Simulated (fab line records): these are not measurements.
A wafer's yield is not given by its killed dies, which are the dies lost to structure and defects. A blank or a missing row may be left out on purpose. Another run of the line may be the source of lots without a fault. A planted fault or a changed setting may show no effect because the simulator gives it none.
One fault seen from 2 desks    flow berkeleyCmos170    each desk holds nothing but its own numbers, with what lay behind them at the end

== DESK OF THE TOOL OWNER: rieDiel-04 ==
The tool's own readings at UCB170_V1_ETCH_14 (etches SiO2 in CHF3/CF4/Ar, stops on Al, target depth 1250 nm, time 291 s): means of the sampled wafers that have a number, for each lot that ran on this tool. Any lot whose mean is over 4 standard deviations away from the usual mean is out of limits and marked OUT; that distance is given in the brackets.
Columns: A = drypumpMotorCurrentA at UCB170_V1_ETCH_14, usual 5.6 A; B = oesProductAu at UCB170_V1_ETCH_14, usual 0.869 a.u.; C = throttleValvePct at UCB170_V1_ETCH_14, usual 6.92 %
lot   first seen here  A    B      C
L225  day 7 06:32      5.5  0.862  6.94
L227  day 7 22:04      5.6  0.871  6.91
L233  day 9 04:37      5.6  0.860  7.04
L236  day 9 17:58      5.5  0.862  6.78
L237  day 10 09:09     5.6  0.849  6.80
This desk's finding: nothing out of limits on any of the 5 lots.

== THE METROLOGY DESK ==
Lot by lot, what the gauges showed, no matter which tool ran the lot: averages of those sampled wafers that carry a number. Any lot whose mean is over 4 standard deviations away from the usual mean is out of limits and marked OUT; that distance is given in the brackets.
Columns: A = cdNm at UCB170_M1_CD_MEAS_09, usual 700.2 nm
lot   first seen here  A
L225  day 7 01:22      700.7
L226  day 7 03:47      698.6
L227  day 7 15:23      700.6
L229  day 8 00:10      699.6
L230  day 8 09:38      697.4
L231  day 8 19:47      701.2
L233  day 8 22:11      701.4
L236  day 9 09:21      699.4
L241  day 10 02:52     701.7
L237  day 10 03:09     701.3
L240  day 10 03:32     698.1
L239  day 10 03:46     699.6
L247  day 11 13:08     702.3
L245  day 11 13:25     701.5
This desk's finding: nothing out of limits on any of the 14 lots.

== ALL TOGETHER ==
The desk of the tool owner found nothing out of limits.
From the metrology desk's view, nothing was out of limits.

== WHAT THE SIMULATOR HAD PUT IN ==
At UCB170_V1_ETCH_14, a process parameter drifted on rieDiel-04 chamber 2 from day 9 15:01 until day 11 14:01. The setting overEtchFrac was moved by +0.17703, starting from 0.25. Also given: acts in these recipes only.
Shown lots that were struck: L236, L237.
